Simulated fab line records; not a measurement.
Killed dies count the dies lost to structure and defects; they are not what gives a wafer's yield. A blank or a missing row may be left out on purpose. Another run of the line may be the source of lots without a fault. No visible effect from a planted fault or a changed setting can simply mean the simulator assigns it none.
Split-lot trial    flow rit_cmos    route with 202 steps; 5 lots, 23 wafers read

== ON THE SPLIT ==
At RIT_PWELL_IMPLANT_08, the setting dose_cm2 was moved away from the recipe's 7e+13 on 5 of the 23 wafers read, by -7.3% to +7.0%. All remaining wafers had this setting at the recipe value.

== FROM THE SPLIT TO THE READING: what the file shows between them, 3 steps ==
- RIT_PWELL_STRIP_09: strips in O2, time 180 s
- RIT_PWELL_TW_MEAS_10
- RIT_WELLDRIVE_ANNEAL_00: time 14700 s

== THE READING ==
PWELL_RS, in ohm/sq, at RIT_WELLDRIVE_RS_MEAS_02 (measures by four-point-probe). On this fab line, fault-free wafers typically give 430.3 ohm/sq with a standard deviation of 1.5 ohm/sq.

wafer   tool, chamber at the split  dose_cm2 as run  against the recipe  PWELL_RS, ohm/sq  against lot-mates on the recipe
L076.1  implanter-02, 0             7e+13            recipe              431.2             -
L076.2  implanter-02, 0             7e+13            recipe              431.7             -
L076.4  implanter-02, 0             6.491e+13        -7.3%               452.1             +21.0
L076.5  implanter-02, 0             6.491e+13        -7.3%               451.5             +20.4
L076.6  implanter-02, 0             7e+13            recipe              430.3             -
L077.1  implanter-02, 0             7e+13            recipe              429.4             -
L077.2  implanter-02, 0             7e+13            recipe              430.2             -
L077.3  implanter-02, 0             7e+13            recipe              429.5             -
L077.5  implanter-02, 0             7e+13            recipe              428.1             -
L077.6  implanter-02, 0             7e+13            recipe              429.1             -
L078.2  implanter-02, 0             7.488e+13        +7.0%               413.0             -19.2
L078.3  implanter-02, 0             7e+13            recipe              432.5             -
L078.4  implanter-02, 0             7.488e+13        +7.0%               413.3             -18.9
L078.5  implanter-02, 0             7e+13            recipe              431.9             -
L078.6  implanter-02, 0             7.488e+13        +7.0%               412.7             -19.5
L080.2  implanter-01, 0             7e+13            recipe              428.5             -
L080.3  implanter-01, 0             7e+13            recipe              430.0             -
L080.5  implanter-01, 0             7e+13            recipe              429.4             -
L081.1  implanter-02, 0             7e+13            recipe              431.2             -
L081.2  implanter-02, 0             7e+13            recipe              431.1             -
L081.3  implanter-02, 0             7e+13            recipe              429.2             -
L081.4  implanter-02, 0             7e+13            recipe              429.8             -
L081.5  implanter-02, 0             7e+13            recipe              430.6             -

FIT RESULTS
A straight line over all 23 wafers: PWELL_RS changes by -2.69 ohm/sq for each +1% of dose_cm2; r = -0.99; the points scatter about the line by 1.3 ohm/sq.
The same after taking each lot's own level away (the mean of its wafers on the recipe; 23 wafers): -2.8 ohm/sq for each +1%; r = -1.00; scatter 0.63 ohm/sq.
According to that fit, moving dose_cm2 by its largest amount changes the reading by 20 ohm/sq.
The span of the lots' own levels, 429.26 to 432.20 ohm/sq, comes to 2.0 times the standard deviation stated above.
Consequently the slope shifts little with the lot-to-lot level, the two slopes agreeing.
Check: for one of the wafers moved furthest among these (-7.3%), held out of the fit, the line's prediction against its lot-mates is +20.2 ohm/sq. Against them it came out at +21 ohm/sq.

== THE OTHER SPLITS THESE WAFERS WENT THROUGH ==
Before the reading, these wafers also passed through other splits. Each is held against what the fit with the lots' levels taken away leaves over:
other split on the same wafers   wafers away from the commonest value  r with PWELL_RS (lot level and that fit taken away)
RIT_NWELL_COAT_01 resist_thk_nm  5                                     +0.14
RIT_PWELL_COAT_01 resist_thk_nm  8                                     -0.20

== THE WHOLE CHAIN: every reading that the file lists as answering this split, in the file's order ==
step                      what it does                  reading   change (the file's fit)            r (the file's)
RIT_PWELL_TW_MEAS_10                                    PWELL_TW  +3.4 for each +1% of the setting   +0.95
RIT_WELLDRIVE_RS_MEAS_02  measures by four-point-probe  PWELL_RS  -2.81 for each +1% of the setting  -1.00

== THE FILE'S OWN FIT ==
PWELL_RS changes by -2.81 ohm/sq for each +1% of dose_cm2, r = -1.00.
